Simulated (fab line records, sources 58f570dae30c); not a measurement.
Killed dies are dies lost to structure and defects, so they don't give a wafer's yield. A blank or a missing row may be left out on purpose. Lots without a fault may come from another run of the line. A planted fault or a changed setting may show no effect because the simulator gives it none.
A struck lot beside a sound one | flow berkeley_cmos170 | 25 steps out of a route of 331
Sound: wafers L242.1, L242.2, L242.5. Struck: wafers L239.2, L239.5, L239.6. The cause comes at the end.
At each step with rows: each side's tool, then ch and its chambers, then its first start. Under that, the readings that differ: sound wafers | struck wafers | difference of the means | sigmas: that difference in standard deviations of wafers without a fault.
alike: readings whose means differ by less than 2 such deviations, and words and numbers that are the same on both sides. not compared: withheld readings, readings that some wafer has no value for, bounds like >300 that may hide the same value, and numbers for which the record gives no deviation and whose values overlap.
The two part at a step that has a row with sigmas, a row that says differs or no value, or rows on one side only. Numbers that don't overlap but have no deviation are shown without sigmas and don't part them. A reading that every wafer of one side lacks parts them only if that side has two wafers or more.

first, 1 step without rows for these wafers: UCB170_PSD_IMPLANT_08.
UCB170_PSD_STRIP_09: strips in O2.
  sound on plasma_asher-02 ch 0,1, day 8 19:49; struck on plasma_asher-03 ch 0,1, day 8 19:42
  alike: drypump_motor_current_A, oes_product_au, strip_time_to_endpoint_s
  not compared: rf_hours_counter_h
UCB170_PSD_TW_MEAS_10:
  sound on film_metro-01, day 8 19:55; struck on film_metro-03, day 8 19:49
  alike: PSD_TW
then, 7 steps without rows for these wafers: UCB170_PSD_CLEAN_11 (cleans in SPM, time 600 s); UCB170_NSD_HMDS_00 (prime time 60 s); UCB170_NSD_COAT_01 (resist thk 900 nm); UCB170_NSD_SOFTBAKE_02 (time 60 s); UCB170_NSD_EXPOSE_03 (exposes mask NSELECT MOD, target cd 1200 nm); UCB170_NSD_PEB_04; UCB170_NSD_DEVELOP_05 (develop time 45 s).
UCB170_NSD_CD_MEAS_06: target cd 1200 nm.
  sound on cd_sem-01, day 8 21:30; struck on cd_sem-01, day 8 21:06
  alike: cd_nm
UCB170_NSD_OVL_MEAS_07:
  sound on overlay-02, day 8 21:37; struck on overlay-01, day 8 21:12
  reading      | sound  | struck | difference | sigmas
  NSD_OVL (nm) | 1 -1 0 | 8 9 11 | +9         | +2
UCB170_NSD_IMPLANT_08:
  sound on implanter-03 ch 0, day 8 21:40; struck on implanter-04, day 8 21:16
  no value came back on the struck wafers for beam_energy_keV, beam_on_s (s); on the sound wafers beam_energy_keV reads 39.993 40.012 40.011
UCB170_NSD_STRIP_09: strips in O2.
  sound on plasma_asher-04 ch 0,1, day 8 21:49; struck on plasma_asher-03 ch 0,1, day 8 21:23
  reading                      | sound             | struck            | difference | sigmas
  oes_product_au (a.u.)        | 0.524 0.535 0.527 | 0.738 0.732 0.740 | +0.208     | +46
  strip_time_to_endpoint_s (s) | 35.85 35.83 35.92 | 21.64 21.57 21.66 | -14.24     | -99 or more
  alike: drypump_motor_current_A
  not compared: rf_hours_counter_h
UCB170_NSD_TW_MEAS_10:
  sound on film_metro-01, day 8 21:55; struck on film_metro-03, day 8 21:29
  reading | sound          | struck   | difference | sigmas
  NSD_TW  | 4151 4140 4121 | 30 30 30 | -4107      | -99 or more
then, 4 steps without rows for these wafers: UCB170_NSD_CLEAN_11 (cleans in SPM, time 600 s); UCB170_BACKSIDE_HMDS_00 (prime time 60 s); UCB170_BACKSIDE_COAT_01 (resist thk 900 nm); UCB170_BACKSIDE_SOFTBAKE_02 (time 60 s).
UCB170_BACKSIDE_STRIP_03: strips in O2.
  sound on plasma_asher-03 ch 0,1, day 8 22:35; struck on plasma_asher-01 ch 0,1, day 8 22:22
  alike: drypump_motor_current_A, oes_product_au, strip_time_to_endpoint_s
  not compared: rf_hours_counter_h
then, 1 step without rows for these wafers: UCB170_BACKSIDE_CLEAN_04 (cleans in SPM, time 600 s).
UCB170_SDANNEAL_RTA_00: time 10 s.
  sound on rtp_anneal-01 ch 0, day 8 22:52; struck on rtp_anneal-02 ch 0, day 8 22:39
  reading            | sound          | struck         | difference | sigmas
  lamp_power_pct (%) | 25.0 25.0 25.0 | 25.7 25.8 25.7 | +0.7       | +2
  alike: wafer_temp_C_max
UCB170_SDANNEAL_RTA_01: time 5 s.
  sound on rtp_anneal-01 ch 0, day 8 22:56; struck on rtp_anneal-02 ch 0, day 8 22:43
  alike: lamp_power_pct, wafer_temp_C_max
UCB170_SDANNEAL_RS_MEAS_02: measures by four-point-probe.
  sound on film_metro-01, day 8 22:59; struck on film_metro-02, day 8 22:47
  reading         | sound             | struck            | difference | sigmas
  PSD_RS (ohm/sq) | 75.56 74.97 75.12 | 75.94 75.76 76.08 | +0.71      | +3
UCB170_SDANNEAL_RS_MEAS_03: measures by four-point-probe.
  sound on film_metro-01, day 8 23:07; struck on film_metro-02, day 8 22:55
  reading         | sound             | struck               | difference | sigmas
  NSD_RS (ohm/sq) | 37.22 37.21 37.19 | 132.88 132.92 132.68 | +95.62     | +99 or more

WHERE THEY PART
First at UCB170_NSD_OVL_MEAS_07; last, within this record, at UCB170_SDANNEAL_RS_MEAS_03.

WHY: what the simulator had put in
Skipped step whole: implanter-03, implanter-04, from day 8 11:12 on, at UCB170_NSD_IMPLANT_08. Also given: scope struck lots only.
